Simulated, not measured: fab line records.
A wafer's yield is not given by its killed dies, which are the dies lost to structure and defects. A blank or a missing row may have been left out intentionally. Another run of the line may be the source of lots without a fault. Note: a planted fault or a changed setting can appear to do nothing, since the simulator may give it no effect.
fab line records ; flow berkeleyCmos170 ; part 1 of 2: steps 1 to 28 of 42
[record] lots = 5; wafers = 15; lastDay = 13
route steps=331 shown ZERO@6 NWELL@14 PWELL@34
lots that met no fault: taken from a fault-free run of the same line
startH: hours from the record's first day to the start of the lot's first wafer shown ; waitH: time in hours since the lot's previous step ; " unchanged from the row above ; L1.1+2: several wafers, shown together as one row ; - either no value or no given start ; * or withheld: withheld ; < > ~ a bound
route shown NAME@n: a module of which the file shows steps, and the number in the route of the first ; usual: mean/standard deviation taken from wafers without a fault ; same: alike in all rows ; chamber/n: place in a boat ; sites: per-site readings ; _std_site: their standard deviation ; _edge_site: inner sites' mean taken away from outer sites' mean ; radiusMm: for every site, how far away it sits from the centre of the wafer ; mask NAME#n: copy n ; behind: tool/chamber where the wafer was last shaped ; hold: what put the lot on hold/how long, in hours/how the hold closed ; device: the n, p or np transistor that did not switch ; end of line: the same wafers' tests at the end of the route ; a step without rows: its recipe alone ; killed: at the first sort, the dies lost to defects and structure; wafer yield is something else ; map: a wafer's dies, marking killed ones x, the rest . and places with no die _
set.NAME: the setting the step ran with; set.NAME@STEP: the setting that earlier step ran with ; model.NAME: the simulator's own value behind a step, which no gauge read
a table for each step, a row for each wafer; lots at some steps of the route
services: the hour from which a tool's chamber was out of use, counted from the record's first day as startH (under 0 if before that day), plus the number of hours and why
[[steps]]
[step UCB170_ZERO_HMDS_00]
[recipe] primeTimeS = 60; primeTempC = 100
lot.wafer;tool;chamber;startH;waitH
L076.1+2+4;lithoTrack-02;0;29.56;0.1
L090.1+5+6;lithoTrack-04;0;101.47;0.0
L091.4+5+6;lithoTrack-02;0;112.25;1.1
L095.2+3+6;lithoTrack-01;0;129.92;0.0
L097.1+2+6;lithoTrack-02;0;137.51;0.2
[step UCB170_ZERO_COAT_01]
[recipe] resist = KrF; spinRpm = 1500; resistThkNm = 900
[usual] spinSpeedRpm = 1499.9/0.87
lot.wafer;tool;chamber;startH;waitH;spinSpeedRpm
L076.1;lithoTrack-02;0;29.71;0.1;1499.8
L076.2;lithoTrack-02;0;29.71;0.1;1501.3
L076.4;lithoTrack-02;0;29.71;0.1;1500.6
L090.1;lithoTrack-04;0;101.62;0.1;1499.6
L090.5;lithoTrack-04;0;101.62;0.1;1501.0
L090.6;lithoTrack-04;0;101.62;0.1;1499.6
L091.4;lithoTrack-02;0;112.40;0.1;1499.2
L091.5;lithoTrack-02;0;112.40;0.1;1499.4
L091.6;lithoTrack-02;0;112.40;0.1;1499.3
L095.2;lithoTrack-01;0;130.07;0.1;1500.1
L095.3;lithoTrack-01;0;130.07;0.1;1500.6
L095.6;lithoTrack-01;0;130.07;0.1;1498.9
L097.1;lithoTrack-02;0;137.66;0.1;1498.4
L097.2;lithoTrack-02;0;137.66;0.1;1499.1
L097.6;lithoTrack-02;0;137.66;0.1;1499.2
[step UCB170_ZERO_SOFTBAKE_02]
[recipe] resist = KrF; tempC = 130; timeS = 60
lot.wafer;tool;chamber;startH;waitH
L076.1+2+4;lithoTrack-02;0;29.86;0.1
L090.1+5+6;lithoTrack-04;0;101.77;0.1
L091.4+5+6;lithoTrack-02;0;112.55;0.1
L095.2+3+6;lithoTrack-01;0;130.22;0.1
L097.1+2+6;lithoTrack-02;0;137.81;0.1
[step UCB170_ZERO_EXPOSE_03]
[recipe] maskId = PM_MARKS; na = 0.5; sigmaOuter = 0.6; sourceShape = conventional; targetCdNm = 4000; doseMj = 30
lot.wafer;tool;chamber;startH;waitH;mask
L076.1+2+4;krfScanner-02;0;30.14;0.2;PM_MARKS#0
L090.1+5+6;krfScanner-01;0;101.92;0.1;PM_MARKS#0
L091.4+5+6;krfScanner-02;0;112.91;0.3;PM_MARKS#0
L095.2+3+6;krfScanner-02;0;130.37;0.1;PM_MARKS#0
L097.1+2+6;krfScanner-01;0;137.96;0.1;PM_MARKS#0
[step UCB170_ZERO_PEB_04]
[recipe] pebTempC = 130; pebTimeS = withheld; resist = KrF
lot.wafer;tool;chamber;startH;waitH
L076.1+2+4;lithoTrack-02;0;30.56;0.4
L090.1+5+6;lithoTrack-04;0;102.03;0.1
L091.4+5+6;lithoTrack-02;0;113.87;0.9
L095.2+3+6;lithoTrack-02;0;130.86;0.5
L097.1+2+6;lithoTrack-01;0;138.34;0.4
[step UCB170_ZERO_DEVELOP_05]
[recipe] developer = TMAH; developTimeS = 45; resist = KrF; devTempC = 21
lot.wafer;tool;chamber;startH;waitH
L076.1+2+4;lithoTrack-02;0;-;-
L090.1+5+6;lithoTrack-04;0;-;-
L091.4+5+6;lithoTrack-02;0;-;-
L095.2+3+6;lithoTrack-02;0;-;-
L097.1+2+6;lithoTrack-01;0;-;-
[step UCB170_ZERO_ETCH_06]
[recipe] chemistry = CHF3/CF4/Ar; target = SiO2; timeS = 12; pressureMtorr = 100; rfW = 500; CHF3_flow_sccm = 50; cf4FlowSccm = 10; Ar_flow_sccm = 120; overEtchFrac = 1.58
[usual] chamberPressureMTorr = 99.99/0.096; drypumpMotorCurrentA = 5.7/0.58; oesProductAu = 0.621/0.0094; throttleValvePct = 9.27/0.17
lot.wafer;tool;chamber;startH;waitH;chamberPressureMTorr;drypumpMotorCurrentA;oesProductAu;rfHoursCounterH;throttleValvePct
L076.1;rieDiel-03;1;30.84;-;100.05;5.3;0.617;163;9.45
L076.2;rieDiel-03;2;30.84;-;100.00;5.0;0.610;138;9.08
L076.4;rieDiel-03;0;30.84;-;99.95;6.3;0.607;3;9.13
L090.1;rieDiel-03;0;102.31;-;99.97;6.3;0.616;7;9.12
L090.5;rieDiel-03;1;102.31;-;99.98;5.3;0.621;-;9.46
L090.6;rieDiel-03;0;102.31;-;99.93;6.3;0.609;-;9.14
L091.4;rieDiel-01;1;114.09;-;100.13;4.8;0.621;-;9.36
L091.5;rieDiel-01;3;114.09;-;99.83;6.1;0.626;-;9.31
L091.6;rieDiel-01;0;114.09;-;100.01;6.6;0.628;-;9.53
L095.2;rieDiel-04;0;131.11;-;100.06;5.6;0.621;123;9.42
L095.3;rieDiel-04;2;131.11;-;99.86;6.6;0.604;10;9.31
L095.6;rieDiel-04;3;131.11;-;99.94;5.3;0.632;-;9.03
L097.1;rieDiel-03;1;138.61;-;100.13;5.3;0.615;2;9.46
L097.2;rieDiel-03;3;138.61;-;99.86;6.4;0.633;34;9.13
L097.6;rieDiel-03;1;138.61;-;99.89;5.3;0.623;-;9.46
[step UCB170_ZERO_STRIP_07]
[recipe] chemistry = O2; powerW = 400; pressureMtorr = 3500; platenTempC = withheld; o2FlowSccm = 400; overashFraction = 0.5
[usual] chamberPressureMTorr = 3500/3.2; drypumpMotorCurrentA = 5.6/0.36; oesProductAu = 0.726/0.0044; stripTimeToEndpointS = 21.49/0.053
lot.wafer;tool;chamber;startH;waitH;chamberPressureMTorr;drypumpMotorCurrentA;oesProductAu;rfHoursCounterH;stripTimeToEndpointS
L076.1;plasmaAsher-02;1;30.86;0.0;3506;5.7;0.720;27;21.56
L076.2;plasmaAsher-02;0;30.86;0.0;3502;6.0;0.730;27;21.54
L076.4;plasmaAsher-02;1;30.86;0.0;3506;5.7;0.721;-;21.54
L090.1;plasmaAsher-04;1;102.33;0.0;3500;5.4;0.716;29;21.46
L090.5;plasmaAsher-04;1;102.33;0.0;3500;5.4;0.726;-;21.55
L090.6;plasmaAsher-04;0;102.33;0.0;3500;5.1;0.725;-;21.44
L091.4;plasmaAsher-01;0;114.13;0.0;3500;5.8;0.725;-;21.48
L091.5;plasmaAsher-01;1;114.13;0.0;3506;6.1;0.735;-;21.48
L091.6;plasmaAsher-01;0;114.13;0.0;3501;5.8;0.734;-;21.45
L095.2;plasmaAsher-01;1;131.13;0.0;3504;6.2;0.725;36;21.44
L095.3;plasmaAsher-01;1;131.13;0.0;3506;6.1;0.725;-;21.40
L095.6;plasmaAsher-01;0;131.13;0.0;3506;5.8;0.717;-;21.45
L097.1;plasmaAsher-04;0;138.65;0.0;3499;5.1;0.729;34;21.49
L097.2;plasmaAsher-04;1;138.65;0.0;3499;5.4;0.726;34;21.53
L097.6;plasmaAsher-04;1;138.65;0.0;3507;5.4;0.727;-;21.44
[step UCB170_NWELL_WET_ETCH_00]
[recipe] chemistry = dHF; dilution = 25:1; target = SiO2; tempC = 25; timeS = 200
[usual] tempC = 24.99/0.095
lot.wafer;tool;chamber;startH;waitH;tempC
L076.1;wetBench-01;1;31.16;0.3;25.02
L076.2;wetBench-01;1;31.16;0.3;24.98
L076.4;wetBench-01;1;31.16;0.3;25.12
L090.1;wetBench-02;3;102.43;0.1;24.89
L090.5;wetBench-02;3;102.43;0.1;24.91
L090.6;wetBench-02;3;102.43;0.1;25.03
L091.4;wetBench-01;2;115.83;1.7;25.00
L091.5;wetBench-01;2;115.83;1.7;24.88
L091.6;wetBench-01;2;115.83;1.7;24.97
L095.2;wetBench-04;2;131.23;0.1;24.97
L095.3;wetBench-04;2;131.23;0.1;25.14
L095.6;wetBench-04;2;131.23;0.1;25.07
L097.1;wetBench-01;2;139.30;0.6;25.16
L097.2;wetBench-01;2;139.30;0.6;25.15
L097.6;wetBench-01;2;139.30;0.6;25.08
[step UCB170_NWELL_OXIDATION_01]
[recipe] tempC = 1000; ambient = O2; targetThkA = 264; oxTimeS = 1260
lot.wafer;tool;chamber;startH;waitH
L076.1+2+4;furnace-04;0;34.93;3.7
L090.1+5+6;furnace-04;0;107.22;4.7
L091.4+5+6;furnace-04;0;119.48;3.6
L095.2+3+6;furnace-01;0;134.84;3.5
L097.1+2+6;furnace-04;0;141.11;1.8
[step UCB170_NWELL_THK_MEAS_02]
[recipe] reads = SiO2_of_NWELL_OXIDATION_01
[usual] NWELL_OXIDE_THK = 26.4/0.48
lot.wafer;tool;chamber;startH;waitH;NWELL_OXIDE_THK[nm]
L076.1;filmMetro-04;-;36.28;0.0;26.4
L076.2;filmMetro-04;-;36.28;0.0;26.7
L076.4;filmMetro-04;-;36.28;0.0;26.8
L090.1;filmMetro-03;-;108.57;0.0;25.9
L090.5;filmMetro-03;-;108.57;0.0;25.6
L090.6;filmMetro-03;-;108.57;0.0;25.7
L091.4;filmMetro-04;-;120.86;0.0;26.6
L091.5;filmMetro-04;-;120.86;0.0;26.4
L091.6;filmMetro-04;-;120.86;0.0;26.7
L095.2;filmMetro-03;-;136.20;0.0;26.2
L095.3;filmMetro-03;-;136.20;0.0;26.3
L095.6;filmMetro-03;-;136.20;0.0;26.1
L097.1;filmMetro-04;-;142.46;0.0;27.2
L097.2;filmMetro-04;-;142.46;0.0;27.4
L097.6;filmMetro-04;-;142.46;0.0;26.9
[step UCB170_NWELL_ANNEAL_03]
[recipe] tempC = 1000; timeS = 900; ambient = N2
lot.wafer;tool;chamber;startH;waitH
L076.1+2+4;furnace-04;0;46.93;10.6
L090.1+5+6;furnace-04;0;115.65;7.1
L091.4+5+6;furnace-02;0;127.31;6.4
L095.2+3+6;furnace-04;0;138.53;2.3
L097.1+2+6;furnace-02;0;145.18;2.7
[step UCB170_NWELL_CVD_04]
[recipe] material = Si3N4; targetThkNm = 224; tempC = 800; precursor = SiH2Cl2/NH3; timeS = 3360; pressureMtorr = 200; sih2cl2FlowSccm = 25; nh3FlowSccm = 75
[usual] susceptorTempC = 800.0/0.35
lot.wafer;tool;chamber;startH;waitH;susceptorTempC
L076.1;lpcvd-02;0;48.18;0.0;800.0
L076.2;lpcvd-02;0;48.18;0.0;800.0
L076.4;lpcvd-02;0;48.18;0.0;799.6
L090.1;lpcvd-02;1;116.90;0.0;800.9
L090.5;lpcvd-02;1;116.90;0.0;800.2
L090.6;lpcvd-02;1;116.90;0.0;799.9
L091.4;lpcvd-01;0;130.26;1.7;800.2
L091.5;lpcvd-01;0;130.26;1.7;800.2
L091.6;lpcvd-01;0;130.26;1.7;799.7
L095.2;lpcvd-01;0;139.78;0.0;799.8
L095.3;lpcvd-01;0;139.78;0.0;800.0
L095.6;lpcvd-01;0;139.78;0.0;800.1
L097.1;lpcvd-02;1;146.43;0.0;799.7
L097.2;lpcvd-02;1;146.43;0.0;799.6
L097.6;lpcvd-02;1;146.43;0.0;799.8
[step UCB170_NWELL_THK_MEAS_05]
[recipe] reads = Si3N4_of_NWELL_CVD_04
[usual] NWELL_NITRIDE_THK = 224.1/2.2
lot.wafer;tool;chamber;startH;waitH;NWELL_NITRIDE_THK[nm]
L076.1;filmMetro-04;-;50.12;0.0;223.7
L076.2;filmMetro-04;-;50.12;0.0;224.8
L076.4;filmMetro-04;-;50.12;0.0;224.3
L090.1;filmMetro-03;-;118.83;0.0;223.3
L090.5;filmMetro-03;-;118.83;0.0;224.0
L090.6;filmMetro-03;-;118.83;0.0;220.7
L091.4;filmMetro-04;-;132.23;0.0;225.2
L091.5;filmMetro-04;-;132.23;0.0;222.8
L091.6;filmMetro-04;-;132.23;0.0;224.4
L095.2;filmMetro-03;-;141.72;0.0;225.9
L095.3;filmMetro-03;-;141.72;0.0;226.6
L095.6;filmMetro-03;-;141.72;0.0;227.4
L097.1;filmMetro-03;-;148.36;0.0;221.6
L097.2;filmMetro-03;-;148.36;0.0;223.6
L097.6;filmMetro-03;-;148.36;0.0;222.7
[step UCB170_NWELL_HMDS_06]
[recipe] primeTimeS = 60; primeTempC = 100
lot.wafer;tool;chamber;startH;waitH
L076.1+2+4;lithoTrack-01;0;50.18;0.1
L090.1+5+6;lithoTrack-01;0;118.89;0.1
L091.4+5+6;lithoTrack-03;0;133.02;0.8
L095.2+3+6;lithoTrack-04;0;143.10;1.4
L097.1+2+6;lithoTrack-03;0;150.10;1.7
[step UCB170_NWELL_COAT_07]
[recipe] resist = KrF; spinRpm = 1500; resistThkNm = 900
[usual] spinSpeedRpm = 1500.0/0.87
lot.wafer;tool;chamber;startH;waitH;spinSpeedRpm
L076.1;lithoTrack-01;0;50.33;0.1;1500.4
L076.2;lithoTrack-01;0;50.33;0.1;1501.5
L076.4;lithoTrack-01;0;50.33;0.1;1499.4
L090.1;lithoTrack-01;0;119.04;0.1;1500.3
L090.5;lithoTrack-01;0;119.04;0.1;1500.7
L090.6;lithoTrack-01;0;119.04;0.1;1500.2
L091.4;lithoTrack-03;0;133.17;0.1;1500.0
L091.5;lithoTrack-03;0;133.17;0.1;1500.5
L091.6;lithoTrack-03;0;133.17;0.1;1498.6
L095.2;lithoTrack-04;0;143.25;0.1;1498.9
L095.3;lithoTrack-04;0;143.25;0.1;1500.4
L095.6;lithoTrack-04;0;143.25;0.1;1499.9
L097.1;lithoTrack-03;0;150.25;0.1;1500.0
L097.2;lithoTrack-03;0;150.25;0.1;1498.5
L097.6;lithoTrack-03;0;150.25;0.1;1499.8
[step UCB170_NWELL_SOFTBAKE_08]
[recipe] resist = KrF; tempC = 130; timeS = 60
lot.wafer;tool;chamber;startH;waitH
L076.1+2+4;lithoTrack-01;0;50.48;0.1
L090.1+5+6;lithoTrack-01;0;119.19;0.1
L091.4+5+6;lithoTrack-03;0;133.32;0.1
L095.2+3+6;lithoTrack-04;0;143.40;0.1
L097.1+2+6;lithoTrack-03;0;150.40;0.1
[step UCB170_NWELL_EXPOSE_09]
[recipe] maskId = NWELL; targetCdNm = 3000; na = 0.5; sigmaOuter = 0.6; sourceShape = conventional; doseMj = 25
lot.wafer;tool;chamber;startH;waitH;mask
L076.1+2+4;krfScanner-01;0;50.75;0.2;NWELL#0
L090.1+5+6;krfScanner-01;0;119.61;0.4;NWELL#0
L091.4+5+6;krfScanner-02;0;133.64;0.3;NWELL#0
L095.2+3+6;krfScanner-01;0;143.84;0.4;NWELL#0
L097.1+2+6;krfScanner-02;0;150.84;0.4;NWELL#0
[step UCB170_NWELL_PEB_10]
[recipe] pebTempC = 130; pebTimeS = withheld; resist = KrF
lot.wafer;tool;chamber;startH;waitH
L076.1+2+4;lithoTrack-03;0;50.87;0.1
L090.1+5+6;lithoTrack-03;0;120.41;0.8
L091.4+5+6;lithoTrack-04;0;134.27;0.6
L095.2+3+6;lithoTrack-03;0;144.85;1.0
L097.1+2+6;lithoTrack-01;0;151.74;0.9
[step UCB170_NWELL_DEVELOP_11]
[recipe] developer = TMAH; developTimeS = 45; resist = KrF; devTempC = 21
lot.wafer;tool;chamber;startH;waitH
L076.1+2+4;lithoTrack-03;0;-;-
L090.1+5+6;lithoTrack-03;0;-;-
L091.4+5+6;lithoTrack-04;0;-;-
L095.2+3+6;lithoTrack-03;0;-;-
L097.1+2+6;lithoTrack-01;0;-;-
[step UCB170_NWELL_OVL_MEAS_12]
[usual] NWELL_OVL = 2/5.4
lot.wafer;tool;chamber;startH;waitH;NWELL_OVL[nm]
L076.1;overlay-02;-;51.14;-;1
L076.2;overlay-02;-;51.14;-;6
L076.4;overlay-02;-;51.14;-;4
L090.1;overlay-02;-;120.69;-;-1
L090.5;overlay-02;-;120.69;-;2
L090.6;overlay-02;-;120.69;-;-3
L091.4;overlay-01;-;134.49;-;4
L091.5;overlay-01;-;134.49;-;9
L091.6;overlay-01;-;134.49;-;3
L095.2;overlay-01;-;145.10;-;0
L095.3;overlay-01;-;145.10;-;0
L095.6;overlay-01;-;145.10;-;1
L097.1;overlay-02;-;152.01;-;7
L097.2;overlay-02;-;152.01;-;13
L097.6;overlay-02;-;152.01;-;6
[step UCB170_NWELL_ETCH_13]
[recipe] chemistry = CH3F/Ar/O2; target = Si3N4; stopOn = SiO2; CH3F_flow_sccm = 20; Ar_flow_sccm = 50; O2_flow_sccm = 7; pressureMtorr = 50; rfW = 450; targetDepthA = 2464; overEtchFrac = 0.1; timeS = 154
[usual] chamberPressureMTorr = 50.00/0.046; drypumpMotorCurrentA = 6.0/0.55; oesProductAu = 0.949/0.013; throttleValvePct = 8.10/0.14
lot.wafer;tool;chamber;startH;waitH;chamberPressureMTorr;drypumpMotorCurrentA;oesProductAu;rfHoursCounterH;throttleValvePct
L076.1;rieDiel-02;1;51.18;0.0;49.98;6.6;0.950;163;8.02
L076.2;rieDiel-02;2;51.18;0.0;50.00;6.2;0.954;126;8.15
L076.4;rieDiel-02;0;51.18;0.0;50.07;5.8;0.965;112;8.14
L090.1;rieDiel-01;0;120.72;0.0;50.00;6.6;0.965;8;8.31
L090.5;rieDiel-01;2;120.72;0.0;49.96;5.8;0.949;-;8.27
L090.6;rieDiel-01;3;120.72;0.0;49.99;6.2;0.945;-;8.12
L091.4;rieDiel-01;2;134.51;0.0;49.94;5.8;0.956;90;8.27
L091.5;rieDiel-01;2;134.51;0.0;49.97;5.8;0.940;-;8.26
L091.6;rieDiel-01;3;134.51;0.0;50.03;6.2;0.952;-;8.13
L095.2;rieDiel-01;2;145.13;0.0;50.01;5.8;0.949;91;8.28
L095.3;rieDiel-01;3;145.13;0.0;49.90;6.1;0.959;61;8.14
L095.6;rieDiel-01;3;145.13;0.0;49.98;6.1;0.961;-;8.12
L097.1;rieDiel-04;0;152.05;0.0;50.00;5.6;0.931;124;8.18
L097.2;rieDiel-04;1;152.05;0.0;50.11;5.5;0.972;13;7.93
L097.6;rieDiel-04;2;152.05;0.0;50.03;6.6;0.924;-;8.13
[step UCB170_NWELL_IMPLANT_14]
[recipe] species = P; doseCm2 = 1e+13; energyKev = 150; tiltDeg = 7
lot.wafer;tool;chamber;startH;waitH
L076.1+2+4;implanter-02;0;51.28;0.1
L090.1+5+6;implanter-04;0;120.82;0.1
L091.4+5+6;implanter-01;0;134.69;0.1
L095.2+3+6;implanter-01;0;145.26;0.1
L097.1+2+6;implanter-04;0;152.15;0.1
[step UCB170_NWELL_STRIP_15]
[recipe] chemistry = O2; powerW = 400; pressureMtorr = 3500; platenTempC = withheld; o2FlowSccm = 400; overashFraction = 0.5
[usual] chamberPressureMTorr = 3500/3.1; drypumpMotorCurrentA = 5.6/0.32; oesProductAu = 0.721/0.0047; stripTimeToEndpointS = 18.04/0.1
lot.wafer;tool;chamber;startH;waitH;chamberPressureMTorr;drypumpMotorCurrentA;oesProductAu;rfHoursCounterH;stripTimeToEndpointS
L076.1;plasmaAsher-03;0;51.43;0.1;3500;6.0;0.718;29;18.14
L076.2;plasmaAsher-03;1;51.43;0.1;3498;5.4;0.725;29;18.15
L076.4;plasmaAsher-03;1;51.43;0.1;3500;5.4;0.720;-;17.89
L090.1;plasmaAsher-03;0;120.97;0.1;3504;5.9;0.727;37;17.89
L090.5;plasmaAsher-03;0;120.97;0.1;3503;6.0;0.715;-;17.84
L090.6;plasmaAsher-03;1;120.97;0.1;3500;5.4;0.720;-;17.81
L091.4;plasmaAsher-03;0;134.79;0.1;3498;5.9;0.724;-;17.97
L091.5;plasmaAsher-03;1;134.79;0.1;3503;5.4;0.718;-;17.97
L091.6;plasmaAsher-03;0;134.79;0.1;3503;5.9;0.716;-;17.92
L095.2;plasmaAsher-04;1;145.39;0.1;3498;5.4;0.723;35;17.92
L095.3;plasmaAsher-04;0;145.39;0.1;3501;5.1;0.728;-;17.92
L095.6;plasmaAsher-04;0;145.39;0.1;3501;5.1;0.717;-;17.89
L097.1;plasmaAsher-04;0;152.30;0.1;3507;5.1;0.725;36;18.23
L097.2;plasmaAsher-04;1;152.30;0.1;3509;5.4;0.726;36;18.05
L097.6;plasmaAsher-04;0;152.30;0.1;3498;5.2;0.719;-;18.07
[step UCB170_NWELL_TW_MEAS_16]
[usual] NWELL_TW = 1249/9
lot.wafer;tool;chamber;startH;waitH;NWELL_TW
L076.1;filmMetro-02;-;51.53;0.1;1251
L076.2;filmMetro-02;-;51.53;0.1;1250
L076.4;filmMetro-02;-;51.53;0.1;1250
L090.1;filmMetro-03;-;121.07;0.1;1250
L090.5;filmMetro-03;-;121.07;0.1;1251
L090.6;filmMetro-03;-;121.07;0.1;1248
L091.4;filmMetro-04;-;134.89;0.1;1261
L091.5;filmMetro-04;-;134.89;0.1;1263
L091.6;filmMetro-04;-;134.89;0.1;1259
L095.2;filmMetro-02;-;145.50;0.1;1231
L095.3;filmMetro-02;-;145.50;0.1;1239
L095.6;filmMetro-02;-;145.50;0.1;1241
L097.1;filmMetro-03;-;152.40;0.1;1242
L097.2;filmMetro-03;-;152.40;0.1;1245
L097.6;filmMetro-03;-;152.40;0.1;1249
[step UCB170_NWELL_CLEAN_17]
[recipe] chemistry = SPM; tempC = 120; timeS = 600
[usual] bathGuardTempC = 120.1/0.49; tempC = 119.98/0.13
lot.wafer;tool;chamber;startH;waitH;bathGuardTempC;tempC
L076.1;wetBench-02;1;51.59;0.1;119.9;119.78
L076.2;wetBench-02;1;51.59;0.1;120.1;119.98
L076.4;wetBench-02;1;51.59;0.1;119.9;120.00
L090.1;wetBench-04;3;121.13;0.1;119.5;119.82
L090.5;wetBench-04;3;121.13;0.1;119.8;120.02
L090.6;wetBench-04;3;121.13;0.1;119.5;119.92
L091.4;wetBench-04;3;134.92;0.0;119.7;120.04
L091.5;wetBench-04;3;134.92;0.0;119.8;120.17
L091.6;wetBench-04;3;134.92;0.0;120.0;120.10
L095.2;wetBench-02;1;145.96;0.5;120.2;119.94
L095.3;wetBench-02;1;145.96;0.5;120.2;120.20
L095.6;wetBench-02;1;145.96;0.5;119.7;120.24
L097.1;wetBench-02;1;152.46;0.1;120.4;120.03
L097.2;wetBench-02;1;152.46;0.1;119.9;119.93
L097.6;wetBench-02;1;152.46;0.1;119.8;120.01
[step UCB170_NWELL_WET_ETCH_18]
[recipe] chemistry = H3PO4; target = Si3N4; tempC = 160; timeS = 14400
[usual] bathGuardTempC = 160.0/0.57; tempC = 160.02/0.16
lot.wafer;tool;chamber;startH;waitH;bathGuardTempC;tempC
L076.1;wetBench-04;0;51.78;0.0;160.9;160.16
L076.2;wetBench-04;0;51.78;0.0;161.1;160.12
L076.4;wetBench-04;0;51.78;0.0;161.0;160.05
L090.1;wetBench-01;2;121.31;0.0;160.2;160.10
L090.5;wetBench-01;2;121.31;0.0;160.6;159.91
L090.6;wetBench-01;2;121.31;0.0;160.5;160.11
L091.4;wetBench-01;1;135.11;0.0;159.2;160.22
L091.5;wetBench-01;1;135.11;0.0;159.2;160.16
L091.6;wetBench-01;1;135.11;0.0;158.9;159.91
L095.2;wetBench-04;3;146.34;0.0;159.6;159.98
L095.3;wetBench-04;3;146.34;0.0;159.9;160.25
L095.6;wetBench-04;3;146.34;0.0;159.8;159.98
L097.1;wetBench-01;3;152.65;0.0;160.4;160.08
L097.2;wetBench-01;3;152.65;0.0;160.4;159.96
L097.6;wetBench-01;3;152.65;0.0;160.6;160.15
[step UCB170_NWELL_WET_ETCH_19]
[recipe] chemistry = BOE; dilution = 5:1; target = SiO2; tempC = 25; timeS = 22
[usual] tempC = 25.01/0.11
lot.wafer;tool;chamber;startH;waitH;tempC
L076.1;wetBench-01;3;55.98;0.2;25.04
L076.2;wetBench-01;3;55.98;0.2;24.89
L076.4;wetBench-01;3;55.98;0.2;24.96
L090.1;wetBench-02;0;125.68;0.0;24.94
L090.5;wetBench-02;0;125.68;0.0;25.08
L090.6;wetBench-02;0;125.68;0.0;25.03
L091.4;wetBench-01;1;139.36;0.2;25.00
L091.5;wetBench-01;1;139.36;0.2;24.73
L091.6;wetBench-01;1;139.36;0.2;24.96
L095.2;wetBench-01;2;150.35;0.0;25.02
L095.3;wetBench-01;2;150.35;0.0;25.09
L095.6;wetBench-01;2;150.35;0.0;25.12
L097.1;wetBench-01;0;157.21;0.6;25.12
L097.2;wetBench-01;0;157.21;0.6;25.05
L097.6;wetBench-01;0;157.21;0.6;24.97
